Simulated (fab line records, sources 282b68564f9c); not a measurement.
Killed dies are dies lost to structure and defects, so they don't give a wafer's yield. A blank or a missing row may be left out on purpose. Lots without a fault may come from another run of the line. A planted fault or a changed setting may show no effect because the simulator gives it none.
Which tool did it? | flow rit_cmos | 15 lots, 45 wafers sampled, at 4 steps of a route of 202

WHAT THE GAUGES READ, wafer by wafer
RIT_ACTIVE_CD_MEAS_11: target cd 1400 nm.
lot  | measured    | on        | cd_nm (nm)
L598 | day 1 14:28 | cd_sem-02 | 1395.7 1396.7 1398.1
L599 | day 1 20:22 | cd_sem-01 | 1399.0 1395.7 1400.0
L600 | day 2 00:28 | cd_sem-02 | 1403.0 1404.0 1400.8
L602 | day 2 10:29 | cd_sem-02 | 1401.9 1401.0 1404.8
L603 | day 2 15:40 | cd_sem-01 | 1400.1 1401.1 1400.2
L604 | day 2 20:39 | cd_sem-01 | 1399.7 1402.9 1400.8
L605 | day 3 01:34 | cd_sem-02 | 1401.4 1402.5 1403.2
L607 | day 3 12:43 | cd_sem-02 | 1354.1 1355.4 1355.6 1354.1 1354.8 1355.8
L610 | day 4 02:34 | cd_sem-01 | 1362.9 1362.2 1363.1 1363.3 1361.8 1363.0
L611 | day 4 07:26 | cd_sem-02 | 1369.2 1367.6 1368.3 1369.0 1367.9 1368.4
L613 | day 4 17:35 | cd_sem-01 | 1399.1 1399.4 1397.3
L617 | day 5 15:17 | cd_sem-01 | 1398.3 1398.0 1398.9
L618 | day 5 18:30 | cd_sem-02 | 1401.2 1400.7 1400.6
L619 | day 5 23:26 | cd_sem-01 | 1397.6 1399.4 1400.0
L620 | day 6 04:31 | cd_sem-01 | 1400.0 1400.6 1397.5

RIT_SDANNEAL_RS_MEAS_07: measures by four-point-probe.
lot  | measured    | on            | NLDD_RS (ohm/sq)
L598 | day 3 02:05 | film_metro-02 | 149.1 150.1 149.6
L599 | day 3 06:23 | film_metro-01 | 148.4 148.2 148.2
L600 | day 3 12:16 | film_metro-04 | 148.9 149.3 149.8
L602 | day 4 02:22 | film_metro-04 | 149.4 150.2 149.7
L603 | day 4 03:27 | film_metro-04 | 148.2 149.0 148.6
L604 | day 4 10:03 | film_metro-01 | 149.3 148.9 149.5
L605 | day 4 16:10 | film_metro-01 | 148.9 149.2 148.8
L607 | day 5 12:05 | film_metro-01 | 148.8 148.6 149.4
L610 | day 6 05:35 | film_metro-04 | 149.0 148.8 148.3
L611 | day 6 08:08 | film_metro-04 | 149.0 149.1 148.8
L613 | day 6 05:14 | film_metro-04 | 148.7 148.7 149.6
L617 | day 7 04:43 | film_metro-02 | 148.5 148.5 148.8
L618 | day 7 07:56 | film_metro-02 | 148.3 148.4 148.4
L619 | day 7 17:13 | film_metro-04 | 149.3 148.9 149.2
L620 | day 7 18:50 | film_metro-01 | 148.5 149.0 148.5

RIT_CONTACT_CD_MEAS_08: target cd 1000 nm.
lot  | measured    | on        | cd_nm (nm)
L598 | day 3 04:01 | cd_sem-02 | 995.6 997.5 998.4
L599 | day 3 08:14 | cd_sem-02 | 1002.9 1004.3 1001.4
L600 | day 3 13:59 | cd_sem-01 | 1000.5 1001.9 1001.7
L602 | day 4 04:05 | cd_sem-01 | 999.4 996.4 996.4
L603 | day 4 05:14 | cd_sem-01 | 1000.1 1001.4 1003.4
L604 | day 4 11:46 | cd_sem-01 | 1000.0 999.6 998.7
L605 | day 4 18:01 | cd_sem-02 | 998.2 997.9 999.3
L607 | day 5 13:49 | cd_sem-02 | 1001.1 1000.8 1003.1
L610 | day 6 07:18 | cd_sem-01 | 1000.5 998.2 998.7
L611 | day 6 09:52 | cd_sem-02 | 997.8 995.9 998.0
L613 | day 6 07:04 | cd_sem-02 | 998.1 1000.3 999.5
L617 | day 7 06:33 | cd_sem-01 | 997.3 999.5 1000.2
L618 | day 7 09:40 | cd_sem-01 | 994.6 995.8 996.6
L619 | day 7 18:58 | cd_sem-02 | 999.8 999.9 1000.4
L620 | day 7 20:43 | cd_sem-02 | 1000.6 999.9 1000.7

WHICH TOOL RAN EACH LOT (tool, then ch and the chambers of the sampled wafers, then the start)
lot  | RIT_ACTIVE_EXPOSE_08
L598 | iline_stepper-02 ch 0, day 1 14:04
L599 | iline_stepper-02 ch 0, day 1 19:58
L600 | iline_stepper-02 ch 0, day 2 00:04
L602 | iline_stepper-02 ch 0, day 2 10:05
L603 | iline_stepper-01 ch 0, day 2 15:14
L604 | iline_stepper-02 ch 0, day 2 20:15
L605 | iline_stepper-01 ch 0, day 3 01:10
L607 | iline_stepper-01 ch 0, day 3 12:19
L610 | iline_stepper-01 ch 0, day 4 02:10
L611 | iline_stepper-01 ch 0, day 4 07:02
L613 | iline_stepper-02 ch 0, day 4 17:11
L617 | iline_stepper-02 ch 0, day 5 14:53
L618 | iline_stepper-02 ch 0, day 5 18:06
L619 | iline_stepper-02 ch 0, day 5 23:02
L620 | iline_stepper-02 ch 0, day 6 04:07
- RIT_ACTIVE_EXPOSE_08: exposes mask M1, target cd 1400 nm.

WHAT THE TOOLS THEMSELVES READ (means of the sampled wafers that have a number; where no wafer has one, the mark that the record gives instead)
RIT_ACTIVE_EXPOSE_08.
lot  | tool             | exposure_dose_mJ_cm2 | stage_vel_mm_s (mm/s)
L598 | iline_stepper-02 | 223.24               | 499.88
L599 | iline_stepper-02 | 223.40               | 500.04
L600 | iline_stepper-02 | 223.60               | 499.98
L602 | iline_stepper-02 | 223.17               | 499.92
L603 | iline_stepper-01 | 223.29               | 500.10
L604 | iline_stepper-02 | 223.28               | 499.91
L605 | iline_stepper-01 | 223.53               | 499.89
L607 | iline_stepper-01 | 261.69               | 499.96
L610 | iline_stepper-01 | 254.52               | 499.95
L611 | iline_stepper-01 | 248.63               | 500.18
L613 | iline_stepper-02 | 223.54               | 499.86
L617 | iline_stepper-02 | 223.47               | 499.98
L618 | iline_stepper-02 | 223.19               | 499.97
L619 | iline_stepper-02 | 223.29               | 500.07
L620 | iline_stepper-02 | 223.49               | 499.60

THE ANSWER, worked out from the rows above alone
Rule: what is usual is taken from the lots themselves. Put in order of their means at a reading, lots are off if they are a third of the lots or fewer, leave a main group of 4 or more, and stand apart from it by a gap of 3 or more times the standard deviation of the main group's means; of several such gaps the widest counts. A main group whose means are all the same, to the digits that the tables above print for the reading, isn't used. A lot without any number at a reading at which 4 lots or more have one is off too. The other lots that the step has rows for count as sound. The gauges are gone through in route order, then the tools' own readings, and for those a lot's mean is taken as printed above. The first step at which some lot is off is used, and at that step the reading that is off furthest; a lot without a number counts as furthest.
Off: L607, L610, L611, at RIT_ACTIVE_CD_MEAS_11 (cd_nm). The main group: mean 1400.0 nm, standard deviation 1.8.
A tool fits if, at a process step before that reading, it ran every lot that is off, and no sound lot after the first of them. The gauges at RIT_ACTIVE_CD_MEAS_11 aren't tried: what is off there is off at RIT_ACTIVE_EXPOSE_08 too, on other tools, and a gauge's error can't cause that. One fits: iline_stepper-01 at RIT_ACTIVE_EXPOSE_08. Its last sound lot is L605 (day 3 01:10), its first lot that is off L607 (day 3 12:19): a fault that began between those two fits.
The tool's own readings at RIT_ACTIVE_EXPOSE_08 bear it out: on the lots that are off they differ by more than 5 times the standard deviation of the sound lots' means. exposure_dose_mJ_cm2 reads 254.95 there against 223.37 on the sound lots.

WHAT THE SIMULATOR HAD PUT IN
Process parameter drift: iline_stepper-01, from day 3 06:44 on, at RIT_ACTIVE_EXPOSE_08. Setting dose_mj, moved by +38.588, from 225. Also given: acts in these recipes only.
Lots struck among those shown: L607, L610, L611. The rule above found the same.
